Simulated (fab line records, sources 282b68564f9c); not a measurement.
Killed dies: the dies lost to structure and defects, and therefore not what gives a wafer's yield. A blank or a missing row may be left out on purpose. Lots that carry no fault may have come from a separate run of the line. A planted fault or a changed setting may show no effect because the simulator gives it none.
Split-lot trial | flow rit_cmos | route with 202 steps; 5 lots, 19 wafers read

== THE SPLIT ITSELF ==
At RIT_SPACER_CVD_03 (deposits Si3N4 from SiH2Cl2/NH3, target thk 250 nm, time 3300 s), the setting time_s was moved away from the recipe's 3300 s on 8 of the 19 wafers read, by -8.8% to -7.0%. The other wafers ran this setting at the recipe's value.

There is no step in the file separating the split from the reading.

== THE READING ==
etch.depth_nm (the simulator's own value, which no gauge read), in nm, at RIT_SPACER_ETCHBACK_05 (etches Si3N4 in SF6/CHF3, stops on SiO2, target depth 250 nm, time 240 s). No usual value for it is given in the file. Across the 11 wafers here that went through the recipe, the average is 251.5 nm and the standard deviation 2.7 nm.

wafer  | tool, chamber at the split | time_s as run, s | against the recipe | etch.depth_nm, nm | against lot-mates on the recipe
L074.2 | -, -                       | 3011             | -8.8%              | 235.1             | no lot-mate on the recipe
L074.5 | -, -                       | 3011             | -8.8%              | 233.2             | no lot-mate on the recipe
L074.6 | -, -                       | 3011             | -8.8%              | 235.6             | no lot-mate on the recipe
L079.1 | -, -                       | 3300             | recipe             | 255.3             | -
L079.2 | -, -                       | 3300             | recipe             | 253.8             | -
L079.3 | -, -                       | 3300             | recipe             | 254.4             | -
L079.5 | -, -                       | 3300             | recipe             | 254               | -
L079.6 | -, -                       | 3300             | recipe             | 253.3             | -
L080.1 | -, -                       | 3070             | -7.0%              | 237.6             | no lot-mate on the recipe
L080.2 | -, -                       | 3070             | -7.0%              | 236.4             | no lot-mate on the recipe
L080.3 | -, -                       | 3070             | -7.0%              | 239.3             | no lot-mate on the recipe
L080.4 | -, -                       | 3070             | -7.0%              | 237.1             | no lot-mate on the recipe
L080.5 | -, -                       | 3070             | -7.0%              | 236.6             | no lot-mate on the recipe
L084.1 | lpcvd-02, 1                | 3300             | recipe             | 250.2             | -
L084.2 | lpcvd-02, 1                | 3300             | recipe             | 250.7             | -
L084.3 | lpcvd-02, 1                | 3300             | recipe             | 251.2             | -
L085.1 | -, -                       | 3300             | recipe             | 247.9             | -
L085.2 | -, -                       | 3300             | recipe             | 247.1             | -
L085.4 | -, -                       | 3300             | recipe             | 248.7             | -

FIT RESULTS
A straight line over all 19 wafers: etch.depth_nm changes by +1.97 nm for each +1% of time_s; r = +0.96; the points scatter about the line by 2.3 nm.
Too few moved wafers with a lot-mate on the recipe to fit a line net of each lot's own level.

== THE WHOLE CHAIN: every reading that the file lists as answering this split, in the file's order ==
step                   | what it does                                                             | reading                                                                        | change (the file's fit)              | r (the file's)
RIT_SPACER_CVD_03      | deposits Si3N4 from SiH2Cl2/NH3, target thk 250 nm, time 3300 s          | Si3N4_of_SPACER_CVD_03.thk_nm (the simulator's own value, which no gauge read) | +1.79 nm for each +1% of the setting | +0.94
RIT_SPACER_ETCHBACK_05 | etches Si3N4 in SF6/CHF3, stops on SiO2, target depth 250 nm, time 240 s | etch.depth_nm (the simulator's own value, which no gauge read)                 | +1.97 nm for each +1% of the setting | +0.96

== THE FILE'S OWN FIT ==
etch.depth_nm changes by +1.97 nm for each +1% of time_s, r = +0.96.
